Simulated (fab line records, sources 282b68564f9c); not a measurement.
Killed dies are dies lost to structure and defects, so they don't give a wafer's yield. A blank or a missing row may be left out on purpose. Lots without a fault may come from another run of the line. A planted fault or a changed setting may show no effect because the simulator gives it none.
Which tool did it? | flow rit_cmos | 14 lots, 42 wafers sampled, at 1 step of a route of 202

WHAT THE GAUGES READ, wafer by wafer
The record holds no reading of a measuring or inspecting step that can be judged against a usual standard deviation.

WHICH TOOL RAN EACH LOT (tool, then ch and the chambers of the sampled wafers, then the start)
lot  | RIT_NSD_SOFTBAKE_02
L540 | litho_track-03 ch 0, day 2 23:47
L541 | litho_track-02 ch 0, day 3 04:04
L544 | litho_track-02 ch 0, day 3 19:34
L546 | litho_track-03 ch 0, day 4 11:29
L547 | litho_track-02 ch 0, day 4 11:50
L548 | litho_track-03 ch 0, day 4 15:58
L549 | litho_track-01 ch 0, day 4 23:58
L550 | litho_track-01 ch 0, day 5 02:20
L551 | litho_track-01 ch 0, day 5 09:31
L552 | litho_track-03 ch 0, day 5 16:24
L555 | litho_track-01 ch 0, day 6 05:41
L556 | litho_track-01 ch 0, day 6 06:46
L557 | litho_track-02 ch 0, day 6 10:56
L562 | litho_track-03 ch 0, day 7 13:22
- RIT_NSD_SOFTBAKE_02: time 60 s.

WHAT THE TOOLS THEMSELVES READ (means of the sampled wafers that have a number; where no wafer has one, the mark that the record gives instead)
RIT_NSD_SOFTBAKE_02.
lot  | tool           | heater_power_total_W (W) | run_length_s (s)
L540 | litho_track-03 | 34.51                    | 88.97
L541 | litho_track-02 | 34.58                    | 89.24
L544 | litho_track-02 | 34.54                    | 89.23
L546 | litho_track-03 | 34.56                    | 89.12
L547 | litho_track-02 | 34.57                    | 89.16
L548 | litho_track-03 | 34.51                    | 88.97
L549 | litho_track-01 | 34.52                    | 89.40
L550 | litho_track-01 | 34.59                    | 89.33
L551 | litho_track-01 | 34.59                    | 89.38
L552 | litho_track-03 | 34.58                    | 88.97
L555 | litho_track-01 | 34.56                    | 97.02
L556 | litho_track-01 | 34.58                    | 97.14
L557 | litho_track-02 | 34.55                    | 89.19
L562 | litho_track-03 | 34.54                    | 88.99

THE ANSWER, worked out from the rows above alone
Rule: what is usual is taken from the lots themselves. Put in order of their means at a reading, lots are off if they are a third of the lots or fewer, leave a main group of 4 or more, and stand apart from it by a gap of 3 or more times the standard deviation of the main group's means; of several such gaps the widest counts. A main group whose means are all the same, to the digits that the tables above print for the reading, isn't used. A lot without any number at a reading at which 4 lots or more have one is off too. The other lots that the step has rows for count as sound. The gauges are gone through in route order, then the tools' own readings, and for those a lot's mean is taken as printed above. The first step at which some lot is off is used, and at that step the reading that is off furthest; a lot without a number counts as furthest.
Off: L555, L556, at RIT_NSD_SOFTBAKE_02 (run_length_s). The main group: mean 89.16 s, standard deviation 0.15.
A tool fits if, at that step or a process step before it, it ran every lot that is off, and no sound lot after the first of them. One fits: litho_track-01 at RIT_NSD_SOFTBAKE_02. Its last sound lot is L551 (day 5 09:31), its first lot that is off L555 (day 6 05:41): a fault that began between those two fits.
The tool's own readings at RIT_NSD_SOFTBAKE_02 bear it out: on the lots that are off they differ by more than 5 times the standard deviation of the sound lots' means. run_length_s reads 97.08 s there against 89.16 s on the sound lots.

WHAT THE SIMULATOR HAD PUT IN
Process parameter drift: litho_track-01, from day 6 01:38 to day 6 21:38, at RIT_NSD_SOFTBAKE_02. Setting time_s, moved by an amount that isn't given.
Lots struck among those shown: L555, L556. The rule above found the same.
